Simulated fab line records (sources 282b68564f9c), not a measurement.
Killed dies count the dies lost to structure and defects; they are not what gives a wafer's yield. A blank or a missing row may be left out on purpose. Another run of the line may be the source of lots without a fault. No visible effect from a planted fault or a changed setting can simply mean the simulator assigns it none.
A struck lot beside a sound one    flow rit_cmos    19 out of 202 route steps
Sound: wafers L424.1, L424.2, L424.3. Struck: wafers L431.3, L431.5, L431.6. The cause is given at the end.
Order at every step that has rows: each side's tool, ch and its chambers, its first start. Under that, the readings that differ: sound wafers    struck wafers    difference of the means    sigmas: that difference in standard deviations of wafers without a fault.
alike: readings whose means differ by less than 2 such deviations, and words and numbers that are the same on both sides. not compared: withheld readings, readings that some wafer has no value for, bounds like >300 that may hide the same value, and numbers for which the record gives no deviation and whose values overlap.
The two part at a step that has a row with sigmas, a row that says differs or no value, or rows on one side only. Numbers that have no deviation but don't overlap get no sigmas and don't part them. A reading that every wafer of one side lacks parts them only if that side has two wafers or more.

RIT_ACTIVE_BOW_MEAS_00:
  sound on film_metro-03 at day 1 10:00; struck on film_metro-02 at day 2 21:02
  alike: INCOMING_BOW
then, 1 step without rows for these wafers: RIT_ACTIVE_OXIDATION_01 (target thk 46.8 nm, ox time 3202 s).
RIT_ACTIVE_THK_MEAS_02:
  sound on film_metro-03 at day 1 12:03; struck on film_metro-02 at day 2 23:04
  alike: ACTIVE_OXIDE_THK
RIT_ACTIVE_CVD_03: deposits Si3N4 from SiH2Cl2/NH3, target thk 150 nm, time 1500 s.
  sound on lpcvd-02 ch 0, day 1 12:07; struck on lpcvd-02 ch 1, day 2 23:07
reading                                   sound              struck             difference  sigmas
pressure_mtorr (mTorr)                    301.1 300.5 300.5  299.4 299.1 299.8  -1.3        -2
model.Si3N4_of_ACTIVE_CVD_03.thk_nm (nm)  149.8 150.4 151.7  276.4 275.9 276.3  +125.6      
  alike: spike_tc_centre_C, spike_tc_source_C
RIT_ACTIVE_THK_MEAS_04:
  sound on film_metro-01 at day 1 14:14; struck on film_metro-02 at day 3 01:16
reading                  sound              struck             difference  sigmas
ACTIVE_NITRIDE_THK (nm)  149.9 150.5 151.8  276.5 276.0 276.4  +125.6      +90
then, 6 steps without rows for these wafers: RIT_ACTIVE_HMDS_05 (prime time 60 s); RIT_ACTIVE_COAT_06 (resist thk 1000 nm); RIT_ACTIVE_SOFTBAKE_07 (time 60 s); RIT_ACTIVE_EXPOSE_08 (exposes mask M1, target cd 1400 nm); RIT_ACTIVE_PEB_09; RIT_ACTIVE_DEVELOP_10 (develop time 50 s).
RIT_ACTIVE_CD_MEAS_11: target cd 1400 nm.
  sound on cd_sem-01 at day 1 15:22; struck on cd_sem-01 at day 3 02:19
  alike: cd_nm
then, 1 step without rows for these wafers: RIT_ACTIVE_HARDBAKE_12 (time 60 s).
RIT_ACTIVE_ETCH_13: etches Si3N4 in SF6, stops on SiO2, time 210 s, target depth 210 nm.
  sound on rie_diel-01 ch 1,2,3, day 1 15:46; struck on rie_diel-01 ch 2,3, day 3 02:34
reading                             sound              struck             difference  sigmas
oes_product_au (a.u.)               0.841 0.809 0.825  1.035 0.974 1.037  +0.190      +15
model.etch.depth_nm (nm)            149.8 150.4 151.7  213.2 205.6 211.8  +59.6       
model.ACTIVE.feature_depth_nm (nm)  149.8 150.4 153.1  213.2 205.6 211.8  +59.1       
  alike: drypump_motor_current_A, throttle_valve_pct
  not compared: rf_hours_counter_h
RIT_ACTIVE_STRIP_14: strips in O2, time 180 s.
  sound on plasma_asher-01 ch 0,1, day 1 15:54; struck on plasma_asher-01 ch 0,1, day 3 02:45
  alike: drypump_motor_current_A
  not compared: rf_hours_counter_h
RIT_ACTIVE_CD_MEAS_90: target cd 1400 nm.
  sound on cd_sem-01 at day 1 16:05; struck on cd_sem-02 at day 3 02:55
  alike: cd_nm
then, 1 step without rows for these wafers: RIT_ACTIVE_CLEAN_15 (cleans in SC1, time 600 s).
RIT_ACTIVE_CLEAN_16: cleans in dHF, time 30 s.
  sound on wet_bench-03 ch 2, day 1 16:23; struck on wet_bench-01 ch 2, day 3 03:11
reading                                   sound            struck             difference  sigmas
model.Si3N4_of_ACTIVE_CVD_03.thk_nm (nm)  149 149.5 150.8  275.6 275.1 275.4  +125.6      
then, 1 step without rows for these wafers: RIT_ACTIVE_CLEAN_17 (cleans in SC2, time 600 s).

WHERE THEY PART
At RIT_ACTIVE_CVD_03 first; at RIT_ACTIVE_ETCH_13 last (within this record only). Later steps at which nothing parts them and some readings are alike: RIT_ACTIVE_STRIP_14, RIT_ACTIVE_CD_MEAS_90.

WHY: what had been put in by the simulator
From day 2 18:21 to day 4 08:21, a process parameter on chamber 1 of lpcvd-02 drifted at RIT_ACTIVE_CVD_03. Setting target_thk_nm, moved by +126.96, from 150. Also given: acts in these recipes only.
